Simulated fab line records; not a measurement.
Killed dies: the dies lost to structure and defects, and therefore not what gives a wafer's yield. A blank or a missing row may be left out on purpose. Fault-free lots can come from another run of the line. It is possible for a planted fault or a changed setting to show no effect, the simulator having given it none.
A struck lot beside a sound one + flow berkeley-cmos170 + 15 out of 331 route steps
Sound: the wafers L109.2, L109.3, L109.6. The struck wafers were L100.2, L100.3, L100.6. Last of all comes the cause.
For every step that has rows: the tool of each side, followed by ch and its chambers, followed by its first start. Under that, the readings that differ: sound wafers + struck wafers + difference of the means + sigmas: that difference in standard deviations of wafers without a fault.
alike: same words and numbers on both sides, and readings whose means sit less than 2 such deviations apart. not compared: any withheld reading, any reading some wafer has no value for, any bound like >300 that may hide the same value, and any number with overlapping values for which the record gives no deviation.
Wherever a step has rows on one side only, a row that says differs or no value, or a row with sigmas, the two part there. Non-overlapping numbers with no deviation appear without sigmas and do not part them. A reading missing from all wafers of one side parts the sides only when that side holds two or more wafers.

UCB170_V1_CMP_02: polishes SiO2.
  sound on cmp-02 ch 0,1, day 12 02:32; struck on cmp-02 ch 0,1,3, day 10 13:52
  alike: motor-current-A, slurry-flow-ml-min
UCB170_V1_BOW_MEAS_03:
  sound on film-metro-03 at day 12 02:51; struck on film-metro-03 at day 10 14:05
  alike: V1_BOW
UCB170_V1_THK_MEAS_04:
  sound on film-metro-03 at day 12 02:58; struck on film-metro-03 at day 10 14:12
  alike: V1_POLISHED_THK
then, 7 steps without rows for these wafers: UCB170_V1_CLEAN_05 (cleans in DIW); UCB170_V1_HMDS_06 (prime time 60 s); UCB170_V1_COAT_07 (resist thk 900 nm); UCB170_V1_SOFTBAKE_08 (time 60 s); UCB170_V1_EXPOSE_09 (exposes mask VIA1, target cd 700 nm); UCB170_V1_PEB_10; UCB170_V1_DEVELOP_11 (develop time 45 s).
UCB170_V1_CD_MEAS_12: the cd target is 700 nm.
  sound on cd-sem-02 at day 12 06:13; struck on cd-sem-01 at day 10 15:56
  alike: cd-nm
UCB170_V1_OVL_MEAS_13:
  sound on overlay-01 at day 12 06:19; struck on overlay-02 at day 10 16:03
  alike: V1_OVL
UCB170_V1_ETCH_14: etches SiO2 in CHF3/CF4/Ar, stops on Al, target depth 1250 nm, time 291 s.
  sound on rie-diel-04 ch 0,2, day 12 06:21; struck on rie-diel-04 ch 0,1,2, day 10 16:05
  no value came back on the struck wafers for any of 7 readings (CHF3_flow_sccm (sccm), cf4-flow-sccm (sccm) and others); on the sound wafers CHF3_flow_sccm (sccm) reads 45.12 45.24 45.06
| reading                             | sound           | struck          | difference | sigmas |
|-------------------------------------|-----------------|-----------------|------------|--------|
| model.KrF_of_V1_COAT_07.thk-nm (nm) | 609.4 607.1 603 | 890 889.2 889.3 | +283       |        |
  not compared: rf-hours-counter-h
UCB170_V1_STRIP_15: strips in O2.
  sound on plasma-asher-01 ch 1, day 12 06:32; struck on plasma-asher-01 ch 0,1, day 10 16:16
| reading                      | sound             | struck            | difference | sigmas |
|------------------------------|-------------------|-------------------|------------|--------|
| o2-flow-sccm (sccm)          | 401.0 400.9 401.1 | 399.2 399.0 397.5 | -2.4       | -2     |
| oes-product-au (a.u.)        | 0.722 0.715 0.719 | 0.735 0.737 0.738 | +0.018     | +4     |
| strip-time-to-endpoint-s (s) | 15.28 15.24 15.14 | 21.72 21.71 21.70 | +6.49      | +59    |
  alike: drypump-motor-current-A
  not compared: rf-hours-counter-h
UCB170_V1_CD_MEAS_90: the cd target is 700 nm.
  sound on cd-sem-01 at day 12 06:39; struck on cd-sem-02 at day 10 16:23
| reading    | sound             | struck | difference                    | sigmas |
|------------|-------------------|--------|-------------------------------|--------|
| cd-nm (nm) | 700.8 702.3 702.1 | - - -  | no value on the struck wafers |        |

WHERE THEY PART
Last at UCB170_V1_CD_MEAS_90 as far as this record goes, first at UCB170_V1_ETCH_14.

WHY: whatever the simulator had introduced
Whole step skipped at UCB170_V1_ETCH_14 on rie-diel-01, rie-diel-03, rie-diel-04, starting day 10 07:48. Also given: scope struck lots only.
